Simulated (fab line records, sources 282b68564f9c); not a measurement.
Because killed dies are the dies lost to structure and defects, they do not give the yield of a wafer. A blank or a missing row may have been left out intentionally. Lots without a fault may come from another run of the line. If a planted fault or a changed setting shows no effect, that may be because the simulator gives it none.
Which tool was responsible? || flow rit-cmos || 14 lots, 42 wafers sampled, at 2 steps of a route of 202

WHAT THE GAUGES SHOWED, per wafer
RIT_GATE_CD_MEAS_90: the cd target is 150 nm. Usual: 150.3 nm for cd-nm, sd 2.3.
{"lot": "L522", "measured": "day 2 23:04", "on": "cd-sem-01", "cd-nm (nm)": "149.4 152.0 152.0", "flag": ""}
{"lot": "L523", "measured": "day 3 02:58", "on": "cd-sem-01", "cd-nm (nm)": "144.9 145.0 143.9", "flag": ""}
{"lot": "L525", "measured": "day 3 13:49", "on": "cd-sem-01", "cd-nm (nm)": "149.6 152.1 150.0", "flag": ""}
{"lot": "L528", "measured": "day 4 02:37", "on": "cd-sem-01", "cd-nm (nm)": "151.2 149.8 150.2", "flag": ""}
{"lot": "L529", "measured": "day 4 11:24", "on": "cd-sem-01", "cd-nm (nm)": "147.6 149.2 151.8", "flag": ""}
{"lot": "L530", "measured": "day 4 12:53", "on": "cd-sem-01", "cd-nm (nm)": "152.0 153.7 151.7", "flag": ""}
{"lot": "L531", "measured": "day 4 20:33", "on": "cd-sem-01", "cd-nm (nm)": "148.5 147.6 147.7", "flag": ""}
{"lot": "L534", "measured": "day 5 08:37", "on": "cd-sem-02", "cd-nm (nm)": "146.4 147.8 147.4", "flag": ""}
{"lot": "L535", "measured": "day 5 16:26", "on": "cd-sem-02", "cd-nm (nm)": "149.4 150.2 150.8", "flag": ""}
{"lot": "L536", "measured": "day 5 18:11", "on": "cd-sem-02", "cd-nm (nm)": "- - -", "flag": "OFF"}
{"lot": "L537", "measured": "day 6 00:07", "on": "cd-sem-02", "cd-nm (nm)": "- - -", "flag": "OFF"}
{"lot": "L541", "measured": "day 6 18:59", "on": "cd-sem-02", "cd-nm (nm)": "147.2 148.7 149.5", "flag": ""}
{"lot": "L542", "measured": "day 7 01:24", "on": "cd-sem-02", "cd-nm (nm)": "150.1 150.3 152.7", "flag": ""}
{"lot": "L543", "measured": "day 7 08:10", "on": "cd-sem-02", "cd-nm (nm)": "150.4 151.0 151.1", "flag": ""}

EACH LOT AND THE TOOL THAT RAN IT (in order: tool; ch and the chambers of the sampled wafers; start)
{"lot": "L522", "RIT_GATE_ETCH_19": "rie-si-01 ch 0,1,3, day 2 22:45"}
{"lot": "L523", "RIT_GATE_ETCH_19": "rie-si-02 ch 2,3, day 3 02:41"}
{"lot": "L525", "RIT_GATE_ETCH_19": "rie-si-02 ch 2,3, day 3 13:25"}
{"lot": "L528", "RIT_GATE_ETCH_19": "rie-si-01 ch 1,2, day 4 02:17"}
{"lot": "L529", "RIT_GATE_ETCH_19": "rie-si-02 ch 0,2,3, day 4 11:06"}
{"lot": "L530", "RIT_GATE_ETCH_19": "rie-si-01 ch 0,2,3, day 4 12:35"}
{"lot": "L531", "RIT_GATE_ETCH_19": "rie-si-02 ch 1,2, day 4 20:13"}
{"lot": "L534", "RIT_GATE_ETCH_19": "rie-si-01 ch 0,3, day 5 08:19"}
{"lot": "L535", "RIT_GATE_ETCH_19": "rie-si-02 ch 1,2, day 5 16:07"}
{"lot": "L536", "RIT_GATE_ETCH_19": "rie-si-01 ch 0,2, day 5 17:52"}
{"lot": "L537", "RIT_GATE_ETCH_19": "rie-si-02 ch 0,1, day 5 23:49"}
{"lot": "L541", "RIT_GATE_ETCH_19": "rie-si-02 ch 0,1, day 6 18:39"}
{"lot": "L542", "RIT_GATE_ETCH_19": "rie-si-01 ch 0,1,2, day 7 01:07"}
{"lot": "L543", "RIT_GATE_ETCH_19": "rie-si-02 ch 1,3, day 7 07:53"}
- RIT_GATE_ETCH_19: etches poly-Si in SF6/CHF3/O2, stops on SiO2, time 165 s, target depth 312.5 nm.

AS READ BY THE TOOLS THEMSELVES (means over the sampled wafers that have a number; for cases with no such wafer, the mark the record gives instead)
RIT_GATE_ETCH_19. Usual: CHF3_flow_sccm 29.98 sccm, standard deviation 0.092; O2_flow_sccm 5.000 sccm, standard deviation 0.016; drypump-motor-current-A 5.7 A, standard deviation 0.31; he-backside-leak-sccm 2.75 sccm, standard deviation 0.29; oes-product-au 0.844 a.u., standard deviation 0.014; throttle-valve-pct 10.28 %, standard deviation 0.12.
{"lot": "L522", "tool": "rie-si-01", "CHF3_flow_sccm (sccm)": 29.95, "O2_flow_sccm (sccm)": 5.003, "drypump-motor-current-A (A)": 5.8, "he-backside-leak-sccm (sccm)": 2.83, "oes-product-au (a.u.)": 0.839, "throttle-valve-pct (%)": 10.29, "flag": ""}
{"lot": "L523", "tool": "rie-si-02", "CHF3_flow_sccm (sccm)": 30.00, "O2_flow_sccm (sccm)": 4.995, "drypump-motor-current-A (A)": 5.6, "he-backside-leak-sccm (sccm)": 2.82, "oes-product-au (a.u.)": 0.839, "throttle-valve-pct (%)": 10.39, "flag": ""}
{"lot": "L525", "tool": "rie-si-02", "CHF3_flow_sccm (sccm)": 29.88, "O2_flow_sccm (sccm)": 4.988, "drypump-motor-current-A (A)": 5.5, "he-backside-leak-sccm (sccm)": 2.67, "oes-product-au (a.u.)": 0.840, "throttle-valve-pct (%)": 10.29, "flag": ""}
{"lot": "L528", "tool": "rie-si-01", "CHF3_flow_sccm (sccm)": 29.97, "O2_flow_sccm (sccm)": 4.980, "drypump-motor-current-A (A)": 5.5, "he-backside-leak-sccm (sccm)": 2.78, "oes-product-au (a.u.)": 0.845, "throttle-valve-pct (%)": 10.21, "flag": ""}
{"lot": "L529", "tool": "rie-si-02", "CHF3_flow_sccm (sccm)": 30.00, "O2_flow_sccm (sccm)": 4.982, "drypump-motor-current-A (A)": 5.7, "he-backside-leak-sccm (sccm)": 2.71, "oes-product-au (a.u.)": 0.840, "throttle-valve-pct (%)": 10.28, "flag": ""}
{"lot": "L530", "tool": "rie-si-01", "CHF3_flow_sccm (sccm)": 29.98, "O2_flow_sccm (sccm)": 4.999, "drypump-motor-current-A (A)": 5.7, "he-backside-leak-sccm (sccm)": 2.76, "oes-product-au (a.u.)": 0.835, "throttle-valve-pct (%)": 10.22, "flag": ""}
{"lot": "L531", "tool": "rie-si-02", "CHF3_flow_sccm (sccm)": 29.96, "O2_flow_sccm (sccm)": 4.977, "drypump-motor-current-A (A)": 5.4, "he-backside-leak-sccm (sccm)": 2.51, "oes-product-au (a.u.)": 0.834, "throttle-valve-pct (%)": 10.25, "flag": ""}
{"lot": "L534", "tool": "rie-si-01", "CHF3_flow_sccm (sccm)": 29.97, "O2_flow_sccm (sccm)": 4.996, "drypump-motor-current-A (A)": 5.8, "he-backside-leak-sccm (sccm)": 2.84, "oes-product-au (a.u.)": 0.837, "throttle-valve-pct (%)": 10.29, "flag": ""}
{"lot": "L535", "tool": "rie-si-02", "CHF3_flow_sccm (sccm)": 29.97, "O2_flow_sccm (sccm)": 5.009, "drypump-motor-current-A (A)": 5.5, "he-backside-leak-sccm (sccm)": 2.53, "oes-product-au (a.u.)": 0.846, "throttle-valve-pct (%)": 10.29, "flag": ""}
{"lot": "L536", "tool": "rie-si-01", "CHF3_flow_sccm (sccm)": "-", "O2_flow_sccm (sccm)": "-", "drypump-motor-current-A (A)": "-", "he-backside-leak-sccm (sccm)": "-", "oes-product-au (a.u.)": "-", "throttle-valve-pct (%)": "-", "flag": "OFF"}
{"lot": "L537", "tool": "rie-si-02", "CHF3_flow_sccm (sccm)": "-", "O2_flow_sccm (sccm)": "-", "drypump-motor-current-A (A)": "-", "he-backside-leak-sccm (sccm)": "-", "oes-product-au (a.u.)": "-", "throttle-valve-pct (%)": "-", "flag": "OFF"}
{"lot": "L541", "tool": "rie-si-02", "CHF3_flow_sccm (sccm)": 30.00, "O2_flow_sccm (sccm)": 4.994, "drypump-motor-current-A (A)": 5.8, "he-backside-leak-sccm (sccm)": 2.50, "oes-product-au (a.u.)": 0.861, "throttle-valve-pct (%)": 10.29, "flag": ""}
{"lot": "L542", "tool": "rie-si-01", "CHF3_flow_sccm (sccm)": 30.07, "O2_flow_sccm (sccm)": 5.024, "drypump-motor-current-A (A)": 5.5, "he-backside-leak-sccm (sccm)": 2.87, "oes-product-au (a.u.)": 0.851, "throttle-valve-pct (%)": 10.28, "flag": ""}
{"lot": "L543", "tool": "rie-si-02", "CHF3_flow_sccm (sccm)": 29.94, "O2_flow_sccm (sccm)": 5.000, "drypump-motor-current-A (A)": 5.6, "he-backside-leak-sccm (sccm)": 2.52, "oes-product-au (a.u.)": 0.852, "throttle-valve-pct (%)": 10.40, "flag": ""}

THE ANSWER, worked out from the rows above alone
Rule: lot off if the mean of its wafers having a number is beyond 3 standard deviations from the usual mean. A lot without any number at a reading at which 4 lots or more have one is off too. The other lots that the step has rows for count as sound. The gauges are gone through in route order, then the tools' own readings, and for those a lot's mean is taken as printed above. At the first step where some lot is off, the reading lying furthest off is the one used; lots without a number count as furthest.
Off at RIT_GATE_CD_MEAS_90 (cd-nm): L536, L537. Without a number there: L536, L537.
A tool fits if, at a process step before that reading, it ran every lot that is off, and no sound lot after the first of them. The gauges at RIT_GATE_CD_MEAS_90 aren't tried: what is off there is off at RIT_GATE_ETCH_19 too, on other tools, and a gauge's error can't cause that. Not one of the candidates tried fits.

WHAT WAS PUT IN BY THE SIMULATOR
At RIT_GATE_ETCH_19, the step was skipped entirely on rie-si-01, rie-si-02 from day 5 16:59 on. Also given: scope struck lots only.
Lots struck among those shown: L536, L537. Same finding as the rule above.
